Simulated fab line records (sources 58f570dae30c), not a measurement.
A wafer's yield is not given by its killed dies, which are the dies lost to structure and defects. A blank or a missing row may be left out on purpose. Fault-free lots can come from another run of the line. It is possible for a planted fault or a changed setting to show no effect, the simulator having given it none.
Problem report, 8D (eight disciplines) form, completed by code | flow berkeley-cmos170 | the parts of the form that need people (team, actions taken, sign-off) are left out

== 1. WHAT IS WRONG ==
Mean of tube-center-temp-C at UCB170_PWELL_ANNEAL_04: 1057 C across 6 wafers in 2 lots; on wafers with no fault it is 1000 C (standard deviation 0.089). That is +99 or more standard deviations from the usual mean.
The step: time 929.2 s.
First seen on wafer L224.1, day 4 03:26, on furnace-01. The record has a number at this step for 42 wafers belonging to 14 lots. By rule, "out" or "out of limits" means more than 4 standard deviations away from the usual mean. The other wafers with a number count as sound.

== 2. WHAT IT IS, AND WHAT IT ISN'T ==
question                    | is                                                                                                                     | is not
which readings at this step | tube-center-temp-C, spike-tc-centre-C, spike-tc-load-C, spike-tc-source-C, tube_center_temp_C_max, zone-power-load-pct | -
which lots                  | L224, L225                                                                                                             | L221, L222, L223, L235, L236, L237, L238, L239, L240, L241, L242, L243
which wafers of those lots  | all that have a number                                                                                                 | -
read on which tools         | furnace-01                                                                                                             | furnace-02, furnace-04
when                        | from day 4 03:26                                                                                                       | up to then (9 sound wafers); but 27 sound wafers of L235, L236, L237, L238, L239, L240, L241, L242, L243 came after

== 3. WHAT RULES OUT EACH SUSPECT ==
Counting: a tool at a process step up to the reading stays a suspect if it ran every lot that is out and no sound lot after the first of them.
- furnace-01 at UCB170_PWELL_ANNEAL_04 (time 929.2 s): ruled out as a lasting fault. Following L224 (day 4 03:26), the first lot on it that is out, the sound lots L240, L241, L242 were run on it.
Left after counting: nothing in the record.

== 4. THE CAUSE (what the simulator had put in) ==
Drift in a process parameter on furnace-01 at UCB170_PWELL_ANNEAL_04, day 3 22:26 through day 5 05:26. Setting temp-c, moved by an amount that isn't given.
Counting ruled it out, wrongly.

== 5. THE CHAIN OF EFFECTS, in route order ==
Each row: a reading where the mean over the struck wafers with a number is more than 3 standard deviations away from the usual. Only readings for which the record gives a usual standard deviation are gone through. hours: the time from each lot's start at the first step in this table that gives one to its start at this step, as a median over the lots. sigmas: the change in usual standard deviations.
hours | step                   | reading                | usual    | on struck wafers | change | sigmas
0     | UCB170_PWELL_ANNEAL_04 | spike-tc-centre-C      | 1002.3 C | 1059.6           | +57.3  | +44
0     | UCB170_PWELL_ANNEAL_04 | spike-tc-load-C        | 1026.1 C | 1082.1           | +56.0  | +28
0     | UCB170_PWELL_ANNEAL_04 | spike-tc-source-C      | 1024.4 C | 1082.4           | +58.0  | +58
0     | UCB170_PWELL_ANNEAL_04 | tube-center-temp-C     | 1000 C   | 1057             | +57    | +99 or more
0     | UCB170_PWELL_ANNEAL_04 | tube_center_temp_C_max | 1002.6   | 1059.6           | +57.0  | +99 or more
0     | UCB170_PWELL_ANNEAL_04 | zone-power-centre-pct  | 50.3 %   | 54.7             | +4.4   | +3.1
0     | UCB170_PWELL_ANNEAL_04 | zone-power-load-pct    | 32.2 %   | 39.1             | +6.9   | +4.6
The process steps in it:
- UCB170_PWELL_ANNEAL_04: time 929.2 s.
Later steps that measure or inspect, where all struck wafers having a row at the step show a number for every such reading and not one has moved that far: UCB170_PVT_TW_MEAS_09.

== 6. HOW IT WOULD HAVE BEEN CAUGHT EARLIER ==
5 hours passed between the start of the fault at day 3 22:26 and the first reading out of limits in this record, taken at day 4 03:26.
